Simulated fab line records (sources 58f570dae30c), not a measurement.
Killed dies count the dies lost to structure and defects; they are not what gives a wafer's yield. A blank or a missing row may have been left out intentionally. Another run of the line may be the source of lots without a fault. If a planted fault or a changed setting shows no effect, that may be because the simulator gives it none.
What tool caused it? + flow berkeleyCmos170 + 42 wafers from 14 lots sampled at 4 of the route's 331 steps

WHAT THE GAUGES SHOWED, per wafer
UCB170_SDANNEAL_RS_MEAS_02: measurement is done with a four-point probe.
| lot  | measured     | on           | PSD_RS (ohm/sq)   |
|------|--------------|--------------|-------------------|
| L120 | day 6 06:26  | filmMetro-04 | 75.45 75.13 75.48 |
| L126 | day 7 07:49  | filmMetro-03 | 75.84 76.02 75.90 |
| L123 | day 7 08:15  | filmMetro-04 | 75.84 75.68 75.55 |
| L122 | day 7 08:38  | filmMetro-03 | 75.34 75.40 76.02 |
| L124 | day 7 09:22  | filmMetro-02 | 75.71 75.90 75.93 |
| L125 | day 7 10:07  | filmMetro-02 | 75.77 75.41 75.59 |
| L128 | day 7 16:03  | filmMetro-03 | 75.30 75.69 75.20 |
| L127 | day 7 16:24  | filmMetro-04 | 75.65 75.47 75.70 |
| L129 | day 8 07:40  | filmMetro-03 | 75.64 75.30 75.28 |
| L130 | day 8 08:38  | filmMetro-04 | 75.43 75.35 75.57 |
| L137 | day 10 00:34 | filmMetro-02 | 75.18 75.06 75.10 |
| L140 | day 10 21:23 | filmMetro-03 | 75.30 75.52 75.60 |
| L143 | day 11 05:52 | filmMetro-04 | 75.24 75.52 75.67 |
| L142 | day 11 05:53 | filmMetro-03 | 75.12 74.96 75.17 |

UCB170_SDANNEAL_RS_MEAS_03: measurement is done with a four-point probe.
| lot  | measured     | on           | NSD_RS (ohm/sq)   |
|------|--------------|--------------|-------------------|
| L120 | day 6 06:34  | filmMetro-04 | 37.32 37.32 37.29 |
| L126 | day 7 07:56  | filmMetro-03 | 37.24 37.29 37.33 |
| L123 | day 7 08:22  | filmMetro-04 | 37.27 37.30 37.29 |
| L122 | day 7 08:45  | filmMetro-03 | 37.23 37.22 37.35 |
| L124 | day 7 09:29  | filmMetro-02 | 37.24 37.30 37.31 |
| L125 | day 7 10:14  | filmMetro-02 | 37.43 37.30 37.45 |
| L128 | day 7 16:10  | filmMetro-03 | 37.34 37.24 37.38 |
| L127 | day 7 16:31  | filmMetro-04 | 37.36 37.40 37.37 |
| L129 | day 8 07:47  | filmMetro-03 | 37.16 37.29 37.21 |
| L130 | day 8 08:46  | filmMetro-04 | 37.30 37.38 37.40 |
| L137 | day 10 00:41 | filmMetro-02 | 37.31 37.26 37.32 |
| L140 | day 10 21:30 | filmMetro-03 | 37.16 37.06 37.21 |
| L143 | day 11 05:59 | filmMetro-04 | 37.15 37.10 37.07 |
| L142 | day 11 06:01 | filmMetro-03 | 37.41 37.24 37.28 |

UCB170_CONTACT_CD_MEAS_15: the cd target is 700 nm.
| lot  | measured     | on       | cdNm (nm)         |
|------|--------------|----------|-------------------|
| L120 | day 6 12:08  | cdSem-01 | 703.2 702.2 701.6 |
| L126 | day 7 15:37  | cdSem-02 | 700.9 701.1 702.8 |
| L123 | day 7 15:52  | cdSem-01 | 702.0 701.7 703.0 |
| L122 | day 7 15:54  | cdSem-02 | 699.5 701.2 700.6 |
| L124 | day 7 16:10  | cdSem-01 | 698.1 696.9 698.1 |
| L125 | day 7 16:06  | cdSem-02 | 700.1 701.2 700.6 |
| L128 | day 7 21:37  | cdSem-01 | 701.1 698.6 699.7 |
| L127 | day 7 21:20  | cdSem-02 | 699.8 698.6 699.4 |
| L129 | day 8 12:17  | cdSem-02 | 702.7 702.1 702.7 |
| L130 | day 8 14:17  | cdSem-01 | 698.9 699.6 699.0 |
| L137 | day 10 11:02 | cdSem-01 | 705.4 705.3 706.4 |
| L140 | day 11 04:05 | cdSem-01 | 703.8 704.0 704.3 |
| L143 | day 11 10:49 | cdSem-02 | 702.4 701.8 700.9 |
| L142 | day 11 10:37 | cdSem-01 | 703.3 700.0 701.9 |

WHICH TOOL RAN EACH LOT (tool, then ch and the chambers of the sampled wafers, then the start)
| lot  | UCB170_CONTACT_PEB_13            |
|------|----------------------------------|
| L120 | lithoTrack-01 ch 0, day 6 11:52  |
| L126 | lithoTrack-03 ch 0, day 7 15:20  |
| L123 | lithoTrack-02 ch 0, day 7 15:36  |
| L122 | lithoTrack-03 ch 0, day 7 15:38  |
| L124 | lithoTrack-03 ch 0, day 7 15:53  |
| L125 | lithoTrack-02 ch 0, day 7 15:49  |
| L128 | lithoTrack-03 ch 0, day 7 21:21  |
| L127 | lithoTrack-03 ch 0, day 7 21:04  |
| L129 | lithoTrack-03 ch 0, day 8 11:59  |
| L130 | lithoTrack-02 ch 0, day 8 14:01  |
| L137 | lithoTrack-03 ch 0, day 10 10:46 |
| L140 | lithoTrack-03 ch 0, day 11 03:49 |
| L143 | lithoTrack-01 ch 0, day 11 10:32 |
| L142 | lithoTrack-02 ch 0, day 11 10:21 |
- UCB170_CONTACT_PEB_13

WHAT THE TOOLS THEMSELVES READ (means of the sampled wafers that have a number; where no wafer has one, the mark that the record gives instead)
UCB170_CONTACT_PEB_13.
| lot  | tool          | heaterPowerTotalW (W) | plateTempC (C) |
|------|---------------|-----------------------|----------------|
| L120 | lithoTrack-01 | 56.82                 | 130.04         |
| L126 | lithoTrack-03 | 56.84                 | 129.92         |
| L123 | lithoTrack-02 | 56.79                 | 129.90         |
| L122 | lithoTrack-03 | 56.79                 | 130.05         |
| L124 | lithoTrack-03 | 56.77                 | 130.20         |
| L125 | lithoTrack-02 | 56.77                 | 129.90         |
| L128 | lithoTrack-03 | 56.76                 | 129.93         |
| L127 | lithoTrack-03 | 56.78                 | 130.02         |
| L129 | lithoTrack-03 | 56.86                 | 129.83         |
| L130 | lithoTrack-02 | 56.83                 | 129.88         |
| L137 | lithoTrack-03 | 57.31                 | 130.95         |
| L140 | lithoTrack-03 | 57.31                 | 130.77         |
| L143 | lithoTrack-01 | 56.82                 | 130.20         |
| L142 | lithoTrack-02 | 56.79                 | 129.89         |

THE ANSWER, worked out from the rows above alone
Rule: the lots themselves supply what counts as usual. Put in order of their means at a reading, lots are off if they are a third of the lots or fewer, leave a main group of 4 or more, and stand apart from it by a gap of 3 or more times the standard deviation of the main group's means; of several such gaps the widest counts. If all means in a main group match to the digits the tables above print for the reading, that group is not used. Also off: a lot with no number at a reading for which 4 or more lots have one. Any other lot the step has rows for is counted as sound. The gauges are gone through in route order, then the tools' own readings, and for those a lot's mean is taken as printed above. At the first step where some lot is off, the reading lying furthest off is the one used; lots without a number count as furthest.
Off: L137, L140 (UCB170_CONTACT_PEB_13, heaterPowerTotalW). Mean 56.80 W and standard deviation 0.03 in the main group.
If a tool, at that step or one of the process steps before it, ran each lot that is off and ran no sound lot following the first of them, it fits. One fits: lithoTrack-03 at UCB170_CONTACT_PEB_13. A fault onset in the window from L129 (day 8 11:59, its last sound lot) to L137 (day 10 10:46, its first lot off) fits.
The tool's own readings at UCB170_CONTACT_PEB_13 bear it out: on the lots that are off they differ by more than 5 times the standard deviation of the sound lots' means. heaterPowerTotalW reads 57.31 W there against 56.80 W on the sound lots; plateTempC reads 130.86 C there against 129.98 C on the sound lots.

WHAT THE SIMULATOR HAD PUT IN
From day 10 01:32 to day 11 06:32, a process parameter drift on lithoTrack-03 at UCB170_CONTACT_PEB_13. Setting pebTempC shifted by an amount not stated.
Struck lots among those shown: L137, L140. The rule given above showed the same thing.
